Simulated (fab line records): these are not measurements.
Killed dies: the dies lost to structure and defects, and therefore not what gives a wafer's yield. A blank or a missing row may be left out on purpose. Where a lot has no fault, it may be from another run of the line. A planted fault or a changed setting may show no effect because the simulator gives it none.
Comparing a struck lot with a sound one :: flow rit-cmos :: 15 out of 202 route steps
Sound: the wafers L721.2, L721.3, L721.5. Struck: wafer L734.3 (left out: L734.2, L734.6 of the same lot, which were not struck); the cause appears at the end.
Order at every step that has rows: each side's tool, ch and its chambers, its first start. Under that, the readings that differ: sound wafers :: struck wafers :: difference of the means :: sigmas: that difference in standard deviations of wafers without a fault.
alike: readings whose means differ by less than 2 such deviations, and words and numbers that are the same on both sides. not compared: withheld readings, readings that some wafer has no value for, bounds like >300 that may hide the same value, and numbers for which the record gives no deviation and whose values overlap.
Wherever a step has rows on one side only, a row that says differs or no value, or a row with sigmas, the two part there. Numbers that don't overlap but have no deviation are shown without sigmas and don't part them. Lack of a reading on every wafer of one side parts them only where that side has two or more wafers.

RIT_GATE_THK_MEAS_07:
  sound on film-metro-02 at day 2 20:09; struck on film-metro-01 at day 5 12:20
  alike: GATE_OXIDE_THK
then, 1 step without rows for these wafers: RIT_GATE_CVD_08 (deposits poly-Si from SiH4, target thk 250 nm, time 2220 s).
RIT_GATE_THK_MEAS_09:
  sound on film-metro-01 at day 2 21:50; struck on film-metro-02 at day 5 14:01
  alike: GATE_POLY_THK
then, 2 steps without rows for these wafers: RIT_GATE_HMDS_10 (prime time 60 s); RIT_GATE_COAT_11 (resist thk 850 nm).
RIT_GATE_SOFTBAKE_12: time 61.23 s.
  sound on litho-track-03 ch 0, day 2 22:12; struck on litho-track-04 ch 0, day 5 14:23
  alike: plate-sensor-t-centre-C, plate-sensor-t-edge-C
then, 3 steps without rows for these wafers: RIT_GATE_EXPOSE_13 (exposes mask M6, target cd 150 nm); RIT_GATE_PEB_14; RIT_GATE_DEVELOP_15 (develop time 50 s).
RIT_GATE_CD_MEAS_16: target cd 150 nm.
  sound on cd-sem-01 at day 2 22:45; struck on cd-sem-02 at day 5 14:56
  alike: cd-nm
RIT_GATE_OVL_MEAS_17:
  sound on overlay-02 at day 2 22:52; struck on overlay-01 at day 5 15:02
  alike: GATE_OVL
then, 1 step without rows for these wafers: RIT_GATE_HARDBAKE_18 (time 60 s).
RIT_GATE_ETCH_19: etches poly-Si in SF6/CHF3/O2, stops on SiO2, time 165 s, target depth 312.5 nm.
  sound on rie-si-01 ch 2,3, day 2 23:02; struck on rie-si-02 ch 0, day 5 15:13
reading: oes-product-au (a.u.)
sound: 0.845 0.879 0.842
struck: 0.935
difference: +0.080
sigmas: +6

reading: over-etch-frac
sound: 0.25 0.25 0.25
struck: 0.073939
difference: -0.176061
sigmas: 

reading: model.NOVOLAK_of_GATE_COAT_11.thk-nm (nm)
sound: 667.8 666 666.9
struck: 679.4
difference: +12.5
sigmas: 
  alike: chamber-pressure-mTorr, drypump-motor-current-A, throttle-valve-pct
  not compared: rf-hours-counter-h
RIT_GATE_STRIP_20: strips in O2, time 180 s.
  sound on plasma-asher-04 ch 1, day 2 23:08; struck on plasma-asher-04 ch 0, day 5 15:20
  alike: chamber-pressure-mTorr, drypump-motor-current-A
  not compared: rf-hours-counter-h
RIT_M1_PROBE_99:
  sound on prober-01 at day 3 20:49; struck on prober-02 at day 6 12:23
reading: killed-at-contacts
sound: 0 0 0
struck: 1
difference: +1
sigmas: +4

reading: model.etest.poly-comb-over-steps.leak-log10-a-um
sound: -12.83 -12.86 -12.87
struck: -9.289
difference: +3.564
sigmas: 
  alike: killed-at-front-end, killed-dies, killed-open, killed-short

## WHERE THEY PART
At RIT_GATE_ETCH_19 first; at RIT_M1_PROBE_99 last (within this record only).

WHY: the cause the simulator had injected
rie-si-02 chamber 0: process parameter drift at RIT_GATE_ETCH_19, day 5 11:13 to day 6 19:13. From 0.25, the setting over-etch-frac moved by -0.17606.
